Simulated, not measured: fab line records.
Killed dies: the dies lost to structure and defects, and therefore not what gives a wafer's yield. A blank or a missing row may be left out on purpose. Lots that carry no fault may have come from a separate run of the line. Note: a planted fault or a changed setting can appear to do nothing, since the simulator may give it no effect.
fab line records | flow berkeleyCmos170 | part 1 of 2: steps 1 to 35 of 44
record lots=6 wafers=18 lastDay=11
route steps=331 shown SDANNEAL@205 PSD@206 NSD@207 PLDD@208 NLDD@209 SILICIDE@210 CONTACT@216 M1@238 M3@331
lots untouched by any fault: they come from a run of this same line in which no faults occurred
startH: hours from the record's opening day to when the first of the lot's shown wafers began | waitH: hours since the lot's step before | " repeats the value in the row above | L1.1+2: a row that stands for several wafers | - no value, or no start was given | * or withheld: withheld | < > ~ a bound
route shown NAME@n: names a module that has steps shown in the file, with the first one's number in the route | usual: mean/standard deviation taken from wafers without a fault | same: alike in all rows | chamber/n: place in a boat | sites: readings site by site | _std_site: standard deviation across them | _edge_site: outer sites' mean less inner sites' | radiusMm: for every site, how far away it sits from the centre of the wafer | mask NAME#n: copy n | behind: the last tool/chamber to shape the wafer | hold: why the lot was held/for how many hours/how that ended | device: which transistor (n, p or np) failed to switch | end of line: the tests these same wafers got at the end of their route | step lacking rows: just its recipe | killed: dies that structure and defects cost at the first sort, which is not the same as the wafer's yield | map: the dies of a wafer, with x for killed, . for not killed, _ for no die there
set.NAME: the setting that was run; set.NAME@STEP: the one run at that earlier step | model.NAME: the simulator's own value behind a step, which no gauge read
certain route steps with their lots: each step a table, each wafer a row
services: a tool's chamber out of use, with start hour (startH, from the record's first day; less than 0 if before it), hours out, and reason
## steps
# step UCB170_SDANNEAL_RTA_01
# recipe tempC=1050 timeS=5 ambient=N2
# step UCB170_SDANNEAL_RS_MEAS_02
# recipe thkMeasGauge=four-point-probe
# usual PSD_RS=75.50/0.3
# columns lot.wafer tool chamber startH waitH PSD_RS[ohm/sq]
L541.2 filmMetro-02 - 137.94 0.1 75.55
L541.4 " - " " 75.63
L541.5 " - " " 75.56
L546.1 filmMetro-01 - 159.47 0.0 75.87
L546.2 " - " " 75.69
L546.4 " - " " 75.80
L547.1 filmMetro-02 - 165.17 0.0 75.16
L547.5 " - " " 75.51
L547.6 " - " " 75.28
L549.4 filmMetro-02 - 187.74 0.1 75.77
L549.5 " - " " 75.90
L549.6 " - " " 75.25
L559.1 filmMetro-02 - 239.25 0.0 75.74
L559.4 " - " " 76.01
L559.6 " - " " 75.66
L561.3 filmMetro-01 - 245.97 0.1 76.17
L561.5 " - " " 75.84
L561.6 " - " " 75.73
# step UCB170_SDANNEAL_RS_MEAS_03
# recipe thkMeasGauge=four-point-probe
# usual NSD_RS=37.20/0.096
# columns lot.wafer tool chamber startH waitH NSD_RS[ohm/sq]
L541.2 filmMetro-02 - 138.06 0.1 37.25
L541.4 " - " " 37.21
L541.5 " - " " 37.16
L546.1 filmMetro-01 - 159.59 0.1 37.32
L546.2 " - " " 37.45
L546.4 " - " " 37.34
L547.1 filmMetro-02 - 165.29 0.1 37.21
L547.5 " - " " 37.23
L547.6 " - " " 37.26
L549.4 filmMetro-02 - 187.86 0.1 37.23
L549.5 " - " " 37.30
L549.6 " - " " 37.25
L559.1 filmMetro-02 - 239.37 0.1 37.21
L559.4 " - " " 37.09
L559.6 " - " " 37.14
L561.3 filmMetro-01 - 246.09 0.1 37.33
L561.5 " - " " 37.11
L561.6 " - " " 37.27
# step UCB170_SDANNEAL_RS_MEAS_04
# recipe thkMeasGauge=four-point-probe
# usual PLDD_RS=1030/3.1
# columns lot.wafer tool chamber startH waitH PLDD_RS[ohm/sq]
L541.2 filmMetro-02 - 138.18 0.1 1025
L541.4 " - " " 1029
L541.5 " - " " 1026
L546.1 filmMetro-01 - 159.71 0.1 1030
L546.2 " - " " 1030
L546.4 " - " " 1032
L547.1 filmMetro-02 - 165.41 0.1 1027
L547.5 " - " " 1028
L547.6 " - " " 1024
L549.4 filmMetro-02 - 187.98 0.1 1029
L549.5 " - " " 1029
L549.6 " - " " 1029
L559.1 filmMetro-02 - 239.49 0.1 1030
L559.4 " - " " 1028
L559.6 " - " " 1032
L561.3 filmMetro-01 - 246.21 0.1 1038
L561.5 " - " " 1037
L561.6 " - " " 1037
# step UCB170_SDANNEAL_RS_MEAS_05
# recipe thkMeasGauge=four-point-probe
# usual NLDD_RS=615.1/1.4
# columns lot.wafer tool chamber startH waitH NLDD_RS[ohm/sq]
L541.2 filmMetro-02 - 138.30 0.1 614.1
L541.4 " - " " 615.0
L541.5 " - " " 614.5
L546.1 filmMetro-01 - 159.83 0.1 615.9
L546.2 " - " " 614.8
L546.4 " - " " 615.2
L547.1 filmMetro-02 - 165.53 0.1 612.8
L547.5 " - " " 613.2
L547.6 " - " " 612.5
L549.4 filmMetro-02 - 188.10 0.1 615.2
L549.5 " - " " 615.7
L549.6 " - " " 613.5
L559.1 filmMetro-02 - 239.61 0.1 613.1
L559.4 " - " " 613.5
L559.6 " - " " 612.2
L561.3 filmMetro-01 - 246.33 0.1 618.1
L561.5 " - " " 616.9
L561.6 " - " " 618.1
# step UCB170_SILICIDE_PRE_CLEAN_00
# recipe gas=Ar precleanEtchTimeS=60
# step UCB170_SILICIDE_SPUTTER_01
# recipe material=Ti targetThkNm=30 timeS=25 powerW=1500 chamberPressurePa=0.5
# usual throttleValvePct=30.4/1
# columns lot.wafer tool chamber startH waitH throttleValvePct
L541.2 pvdSputter-02 - 138.46 0.0 31.7
L541.4 " - " " 29.7
L541.5 " - " " 31.4
L546.1 pvdSputter-02 - 160.01 0.0 29.9
L546.2 " - " " 30.7
L546.4 " - " " 28.0
L547.1 pvdSputter-01 - 165.71 0.0 29.4
L547.5 " - " " 30.8
L547.6 " - " " 29.4
L549.4 pvdSputter-01 - 188.23 0.0 29.2
L549.5 " - " " 31.4
L549.6 " - " " 30.6
L559.1 pvdSputter-03 - 239.79 0.0 29.5
L559.4 " - " " 30.2
L559.6 " - " " 30.2
L561.3 pvdSputter-03 - 246.47 0.0 30.0
L561.5 " - " " 30.0
L561.6 " - " " 31.5
# step UCB170_SILICIDE_RS_MEAS_02
# recipe thkMeasGauge=four-point-probe reads=Ti_of_SILICIDE_SPUTTER_01
# usual SILICIDE_TI_RS=26.1/0.35
# columns lot.wafer tool chamber startH waitH SILICIDE_TI_RS[ohm/sq]
L541.2 filmMetro-01 - 138.51 0.0 25.7
L541.4 " - " " 26.0
L541.5 " - " " 25.9
L546.1 filmMetro-03 - 160.04 0.0 26.3
L546.2 " - " " 26.7
L546.4 " - " " 26.4
L547.1 filmMetro-04 - 165.74 0.0 26.7
L547.5 " - " " 26.1
L547.6 " - " " 26.6
L549.4 filmMetro-03 - 188.32 0.1 26.6
L549.5 " - " " 26.1
L549.6 " - " " 26.3
L559.1 filmMetro-04 - 239.82 0.0 25.5
L559.4 " - " " 25.9
L559.6 " - " " 25.7
L561.3 filmMetro-03 - 246.54 0.1 26.6
L561.5 " - " " 26.7
L561.6 " - " " 26.1
# step UCB170_SILICIDE_THK_MEAS_03
# recipe thkMeasGauge=xrf reads=Ti_of_SILICIDE_SPUTTER_01
# usual SILICIDE_TI_THK=29.9/0.37
# columns lot.wafer tool chamber startH waitH SILICIDE_TI_THK[nm]
L541.2 filmMetro-01 - 138.62 0.1 30.2
L541.4 " - " " 29.8
L541.5 " - " " 29.9
L546.1 filmMetro-03 - 160.16 0.1 29.8
L546.2 " - " " 29.5
L546.4 " - " " 29.8
L547.1 filmMetro-04 - 165.86 0.1 29.2
L547.5 " - " " 29.7
L547.6 " - " " 29.1
L549.4 filmMetro-03 - 188.41 0.1 29.6
L549.5 " - " " 30.1
L549.6 " - " " 29.8
L559.1 filmMetro-04 - 239.94 0.1 30.4
L559.4 " - " " 30.3
L559.6 " - " " 30.5
L561.3 filmMetro-03 - 246.64 0.1 29.6
L561.5 " - " " 29.3
L561.6 " - " " 30.1
# step UCB170_SILICIDE_RTA_04
# recipe tempC=650 timeS=15 ambient=N2
# step UCB170_SILICIDE_WET_ETCH_05
# recipe chemistry=SPM timeS=45 tempC=120 target=Ti
# step UCB170_CONTACT_CLEAN_00
# recipe chemistry=SPM tempC=120 timeS=600
# step UCB170_CONTACT_CVD_01
# recipe material=PSG targetThkNm=700 tempC=450 precursor=SiH4/O2/PH3 timeS=2820 pressureMtorr=300 sih4FlowSccm=60 o2FlowSccm=90 ph3FlowSccm=25
# usual ph3FlowSccm=25.01/0.085 zonePowerSourcePct=7.4/0.39
# columns lot.wafer tool chamber startH waitH ph3FlowSccm zonePowerSourcePct model.PSG_of_CONTACT_CVD_01.thkNm
L541.2 lpcvd-02 1 140.26 1.3 24.89 7.2 700.2
L541.4 " 1 " " 24.97 7.3 702.9
L541.5 " 1 " " 24.99 7.2 699
L546.1 lpcvd-02 1 160.59 0.0 30.03 7.4 718.9
L546.2 " 1 " " 29.97 7.3 718.4
L546.4 " 1 " " 29.86 7.3 717.7
L547.1 lpcvd-02 1 167.48 1.3 29.93 7.4 715.6
L547.5 " 1 " " 30.02 7.1 711
L547.6 " 1 " " 30.01 7.3 710.1
L549.4 lpcvd-01 1 190.59 1.8 25.04 7.9 711
L549.5 " 1 " " 25.10 7.9 703
L549.6 " 1 " " 25.17 7.6 705.3
L559.1 lpcvd-02 0 241.72 1.3 25.04 7.6 705.6
L559.4 " 0 " " 25.01 7.7 710
L559.6 " 0 " " 25.09 7.5 707.6
L561.3 lpcvd-02 1 246.95 0.0 25.03 7.3 709.4
L561.5 " 1 " " 25.07 7.4 703
L561.6 " 1 " " 24.96 7.4 708.9
# step UCB170_CONTACT_THK_MEAS_02
# recipe reads=PSG_of_CONTACT_CVD_01
# usual CONTACT_PSG_THK=703/6.2
# columns lot.wafer tool chamber startH waitH CONTACT_PSG_THK[nm]
L541.2 filmMetro-02 - 142.05 0.0 700
L541.4 " - " " 703
L541.5 " - " " 699
L546.1 filmMetro-02 - 162.37 0.0 719
L546.2 " - " " 718
L546.4 " - " " 718
L547.1 filmMetro-02 - 169.26 0.0 716
L547.5 " - " " 711
L547.6 " - " " 710
L549.4 filmMetro-04 - 193.30 0.0 712
L549.5 " - " " 703
L549.6 " - " " 705
L559.1 filmMetro-04 - 243.51 0.0 706
L559.4 " - " " 710
L559.6 " - " " 707
L561.3 filmMetro-02 - 248.76 0.0 708
L561.5 " - " " 703
L561.6 " - " " 709
# step UCB170_CONTACT_HMDS_03
# recipe primeTimeS=60 primeTempC=100
# step UCB170_CONTACT_COAT_04
# recipe resist=KrF spinRpm=1500 resistThkNm=900
# step UCB170_CONTACT_SOFTBAKE_05
# recipe resist=KrF tempC=130 timeS=60
# step UCB170_CONTACT_STRIP_06
# recipe chemistry=O2 powerW=400 pressureMtorr=3500 platenTempC=withheld o2FlowSccm=400 overashFraction=0.5
# usual drypumpMotorCurrentA=5.6/0.61 oesProductAu=0.734/0.0047 stripTimeToEndpointS=21.98/0.065
# columns lot.wafer tool chamber startH waitH drypumpMotorCurrentA oesProductAu rfHoursCounterH stripTimeToEndpointS
L541.2 plasmaAsher-01 0 142.55 0.1 5.1 0.728 47 21.87
L541.4 " 0 " " 5.1 0.730 - 21.96
L541.5 " 0 " " 5.1 0.734 - 21.95
L546.1 plasmaAsher-04 1 162.88 0.1 6.0 0.734 48 21.86
L546.2 " 0 " " 4.8 0.739 48 21.86
L546.4 " 0 " " 4.8 0.732 - 21.92
L547.1 plasmaAsher-02 1 169.77 0.1 6.5 0.744 6 22.04
L547.5 " 1 " " 6.5 0.738 - 22.00
L547.6 " 0 " " 5.8 0.734 - 22.06
L549.4 plasmaAsher-02 0 193.82 0.1 5.8 0.744 - 21.95
L549.5 " 1 " " 6.5 0.740 - 21.96
L549.6 " 0 " " 5.8 0.731 - 21.95
L559.1 plasmaAsher-01 0 244.02 0.1 5.1 0.727 57 21.98
L559.4 " 0 " " 5.1 0.738 - 21.97
L559.6 " 0 " " 5.1 0.730 - 21.94
L561.3 plasmaAsher-04 0 249.64 0.1 4.8 0.734 - 21.91
L561.5 " 0 " " 4.7 0.744 - 22.00
L561.6 " 1 " " 6.0 0.730 - 21.85
# step UCB170_CONTACT_CLEAN_07
# recipe chemistry=SPM tempC=120 timeS=600
# step UCB170_CONTACT_RTA_08
# recipe tempC=900 timeS=10 ambient=N2
# usual lampPowerPct=27/4.3 wafer_temp_C_max=904.8/0.93
# columns lot.wafer tool chamber startH waitH lampPowerPct wafer_temp_C_max
L541.2 rtpAnneal-02 0 142.85 0.0 32 904.5
L541.4 " 0 " " 32 903.8
L541.5 " 0 " " 32 904.1
L546.1 rtpAnneal-01 0 163.15 0.0 23 905.0
L546.2 " 0 " " 23 904.4
L546.4 " 0 " " 23 903.6
L547.1 rtpAnneal-02 0 170.05 0.0 32 905.5
L547.5 " 0 " " 32 905.0
L547.6 " 0 " " 32 904.4
L549.4 rtpAnneal-01 0 194.26 0.0 23 904.5
L549.5 " 0 " " 23 904.4
L549.6 " 0 " " 23 903.7
L559.1 rtpAnneal-02 0 244.29 0.0 32 904.8
L559.4 " 0 " " 32 903.9
L559.6 " 0 " " 32 904.9
L561.3 rtpAnneal-01 0 249.91 0.0 23 904.3
L561.5 " 0 " " 23 904.7
L561.6 " 0 " " 23 904.1
# step UCB170_CONTACT_COAT_09
# recipe resist=BARC tempC=withheld timeS=withheld spinRpm=3000 resistThkNm=withheld
# step UCB170_CONTACT_COAT_10
# recipe resist=KrF spinRpm=1500 resistThkNm=900
# step UCB170_CONTACT_SOFTBAKE_11
# recipe resist=KrF tempC=130 timeS=60
# step UCB170_CONTACT_EXPOSE_12
# recipe maskId=CONT targetCdNm=700 na=0.5 sigmaOuter=0.6 sourceShape=conventional doseMj=35
# step UCB170_CONTACT_PEB_13
# recipe pebTempC=130 pebTimeS=withheld resist=KrF
# step UCB170_CONTACT_DEVELOP_14
# recipe developer=TMAH developTimeS=45 resist=KrF devTempC=21
# step UCB170_CONTACT_CD_MEAS_15
# recipe targetCdNm=700
# usual cdNm=699.9/1.4
# columns lot.wafer tool chamber startH waitH cdNm
L541.2 cdSem-01 - 144.41 - 700.8
L541.4 " - " " 700.3
L541.5 " - " " 700.3
L546.1 cdSem-02 - 164.19 - 700.0
L546.2 " - " " 700.1
L546.4 " - " " 699.7
L547.1 cdSem-02 - 171.21 - 697.8
L547.5 " - " " 699.4
L547.6 " - " " 699.5
L549.4 cdSem-02 - 195.38 - 700.6
L549.5 " - " " 699.8
L549.6 " - " " 698.8
L559.1 cdSem-02 - 245.80 - 702.0
L559.4 " - " " 700.8
L559.6 " - " " 701.6
L561.3 cdSem-01 - 251.06 - 700.7
L561.5 " - " " 700.5
L561.6 " - " " 701.1
# step UCB170_CONTACT_OVL_MEAS_16
# usual CONTACT_OVL=4/6.1
# columns lot.wafer tool chamber startH waitH CONTACT_OVL[nm]
L541.2 overlay-02 - 144.51 0.1 -7
L541.4 " - " " -1
L541.5 " - " " -7
L546.1 overlay-02 - 164.31 0.1 11
L546.2 " - " " 13
L546.4 " - " " 11
L547.1 overlay-01 - 171.33 0.1 5
L547.5 " - " " 4
L547.6 " - " " 0
L549.4 overlay-01 - 195.46 0.1 8
L549.5 " - " " 9
L549.6 " - " " 11
L559.1 overlay-02 - 245.92 0.1 4
L559.4 " - " " 3
L559.6 " - " " 8
L561.3 overlay-02 - 251.15 0.1 5
L561.5 " - " " -5
L561.6 " - " " 5
# step UCB170_CONTACT_ETCH_17
# recipe chemistry=N2/H2 targetDepthA=withheld overetchA=withheld target=BARC timeS=withheld sourceW=500 biasW=100 pressureMtorr=30 n2FlowSccm=100 h2FlowSccm=200
# usual drypumpMotorCurrentA=5.9/0.4 h2FlowSccm=200.1/0.69 oesProductAu=1.005/0.023 throttleValvePct=13.28/0.17
# columns lot.wafer tool chamber startH waitH drypumpMotorCurrentA h2FlowSccm oesProductAu throttleValvePct
L541.2 rieDiel-04 1 144.54 0.0 6.2 199.9 1.034 13.51
L541.4 " 0 " " 5.5 200.5 1.030 13.29
L541.5 " 3 " " 5.6 199.3 1.039 13.32
L546.1 rieDiel-04 3 164.34 0.0 5.6 200.5 1.042 13.30
L546.2 " 2 " " 5.9 200.2 0.995 13.01
L546.4 " 3 " " 5.6 201.3 1.034 13.30
L547.1 rieDiel-03 3 171.37 0.0 5.8 200.8 1.027 13.19
L547.5 " 2 " " 6.6 200.6 1.001 13.07
L547.6 " 3 " " 5.8 201.6 1.029 13.19
L549.4 rieDiel-04 2 195.48 0.0 5.9 200.1 0.980 13.02
L549.5 " 3 " " 5.6 199.6 1.044 13.30
L549.6 " 0 " " 5.5 200.3 0.993 13.31
L559.1 rieDiel-01 0 245.96 0.0 6.0 199.5 1.030 13.24
L559.4 " 2 " " 6.1 199.4 0.968 13.13
L559.6 " 3 " " 5.1 199.2 0.987 13.15
L561.3 rieDiel-03 1 251.18 0.0 5.4 199.8 0.974 13.45
L561.5 " 0 " " 6.2 199.4 1.008 13.55
L561.6 " 1 " " 5.4 199.5 0.973 13.41
# step UCB170_CONTACT_ETCH_18
# recipe chemistry=CHF3/CF4/Ar target=PSG stopOn=TiSi2 CHF3_flow_sccm=45 cf4FlowSccm=15 Ar_flow_sccm=150 pressureMtorr=200 rfW=700 targetDepthA=8400 overEtchFrac=0.2 timeS=195
# usual CHF3_flow_sccm=45.00/0.13 drypumpMotorCurrentA=5.9/0.4 oesProductAu=0.898/0.016 throttleValvePct=6.94/0.12
# columns lot.wafer tool chamber startH waitH CHF3_flow_sccm drypumpMotorCurrentA oesProductAu rfHoursCounterH throttleValvePct model.etch.depthNm model.CONTACT.featureDepthNm
L541.2 rieDiel-04 1 - - 45.05 6.2 0.927 118 7.06 700.2 700.2
L541.4 " 0 " " 44.89 5.5 0.914 151 6.90 702.9 702.9
L541.5 " 3 " " 45.18 5.6 0.919 - 7.10 699 699
L546.1 rieDiel-04 3 - - 45.06 5.6 0.925 21 7.06 718.9 718.9
L546.2 " 2 " " 45.18 5.9 0.902 80 6.78 718.4 718.4
L546.4 " 3 " " 44.88 5.6 0.929 - 7.08 717.7 717.7
L547.1 rieDiel-03 3 - - 44.92 5.8 0.935 131 7.00 715.6 715.6
L547.5 " 2 " " 45.03 6.6 0.893 - 6.77 711 711
L547.6 " 3 " " 45.06 5.8 0.933 - 6.99 710.1 710.1
L549.4 rieDiel-04 2 - - 44.85 5.9 0.899 82 6.79 711 711
L549.5 " 3 " " 44.91 5.6 0.912 - 7.07 703 703
L549.6 " 0 " " 44.85 5.5 0.886 - 6.89 705.3 705.3
L559.1 rieDiel-01 0 - - 44.82 6.0 0.909 45 6.89 705.6 705.6
L559.4 " 2 " " 45.28 6.2 0.889 3 6.82 710 710
L559.6 " 3 " " 44.95 5.1 0.888 - 6.89 707.6 707.6
L561.3 rieDiel-03 1 - - 44.88 5.3 0.883 6 6.94 709.4 709.4
L561.5 " 0 " " 44.87 6.3 0.894 - 7.13 703 703
L561.6 " 1 " " 45.00 5.4 0.876 - 6.94 708.9 708.9
# step UCB170_CONTACT_STRIP_19
# recipe chemistry=O2 powerW=400 pressureMtorr=3500 platenTempC=withheld o2FlowSccm=400 overashFraction=0.5
# step UCB170_CONTACT_CD_MEAS_90
# recipe targetCdNm=700
# usual cdNm=700.0/1.6
# columns lot.wafer tool chamber startH waitH cdNm
L541.2 cdSem-01 - 144.83 0.1 701.1
L541.4 " - " " 699.1
L541.5 " - " " 700.6
L546.1 cdSem-01 - 164.61 0.1 700.6
L546.2 " - " " 698.9
L546.4 " - " " 700.7
L547.1 cdSem-02 - 171.63 0.1 697.8
L547.5 " - " " 700.3
L547.6 " - " " 699.1
L549.4 cdSem-01 - 195.81 0.1 699.1
L549.5 " - " " 699.9
L549.6 " - " " 698.7
L559.1 cdSem-01 - 246.22 0.1 702.5
L559.4 " - " " 700.4
L559.6 " - " " 700.8
L561.3 cdSem-02 - 251.48 0.1 701.4
L561.5 " - " " 700.2
L561.6 " - " " 702.0
# step UCB170_CONTACT_CLEAN_20
# recipe chemistry=SPM tempC=120 timeS=600
# step UCB170_M1_SPUTTER_00
# recipe material=Al targetThkNm=600 timeS=80 powerW=6000 chamberPressurePa=0.5
# usual throttleValvePct=30.6/0.93
# columns lot.wafer tool chamber startH waitH throttleValvePct
L541.2 pvdSputter-01 - 145.12 0.0 31.5
L541.4 " - " " 31.5
L541.5 " - " " 31.3
L546.1 pvdSputter-04 - 164.91 0.0 32.2
L546.2 " - " " 30.3
L546.4 " - " " 30.8
L547.1 pvdSputter-01 - 171.93 0.0 29.6
L547.5 " - " " 30.6
L547.6 " - " " 31.7
L549.4 pvdSputter-03 - 196.54 0.0 29.8
L549.5 " - " " 29.5
L549.6 " - " " 30.2
L559.1 pvdSputter-01 - 246.54 0.0 29.5
L559.4 " - " " 30.5
L559.6 " - " " 31.2
L561.3 pvdSputter-01 - 251.74 0.0 31.4
L561.5 " - " " 31.4
L561.6 " - " " 30.8
# step UCB170_M1_RS_MEAS_01
# recipe thkMeasGauge=four-point-probe reads=Al_of_M1_SPUTTER_00
# usual M1_AL_RS=0.0488/0.00053
# columns lot.wafer tool chamber startH waitH M1_AL_RS[ohm/sq]
L541.2 filmMetro-01 - 145.20 0.1 0.0505
L541.4 " - " " 0.0490
L541.5 " - " " 0.0488
L546.1 filmMetro-01 - 164.97 0.0 0.0490
L546.2 " - " " 0.0490
L546.4 " - " " 0.0494
L547.1 filmMetro-02 - 171.99 0.0 0.0487
L547.5 " - " " 0.0479
L547.6 " - " " 0.0493
L549.4 filmMetro-01 - 196.66 0.1 0.0488
L549.5 " - " " 0.0489
L549.6 " - " " 0.0489
L559.1 filmMetro-01 - 246.60 0.0 0.0487
L559.4 " - " " 0.0477
L559.6 " - " " 0.0493
L561.3 filmMetro-02 - 251.84 0.1 0.0494
L561.5 " - " " 0.0494
L561.6 " - " " 0.0481
## key
firstSign step=UCB170_CONTACT_CVD_01 reading=ph3FlowSccm direction=up sigmas=58 usual=25.01 struck=29.97
effect step=UCB170_CONTACT_THK_MEAS_02 reading=CONTACT_PSG_THK direction=up sigmas=2 usual=703 struck=715
modelEffect step=UCB170_CONTACT_CVD_01 value=PSG_of_CONTACT_CVD_01.thkNm without=695.3 struck=715.3
modelEffect step=UCB170_CONTACT_ETCH_18 value=etch.depthNm without=695.3 struck=715.3
modelEffect step=UCB170_M1_METAL_ETCH_12 value=PSG_of_CONTACT_CVD_01.thkNm without=657.7 struck=677.7
metAt UCB170_CONTACT_CVD_01
struckWafers L546.1,L546.2,L546.4,L547.1,L547.5,L547.6
testerLeftOut L546,L547
onsetBetween 140.26 160.59
fault kind=processParameterDrift tool=lpcvd-02 chamber=1 onsetH=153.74 steps=UCB170_CONTACT_CVD_01 channel=ph3FlowSccm offset=5 shape=step endH=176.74 stated=25
# testerLeftOut: of these lots the tester's yield and bins aren't shown, on N5 and GAA mostly nor the transistor test; their killed dies are dies lost to structure and defects alone, not to doping, threshold or leakage, so they don't give the yield
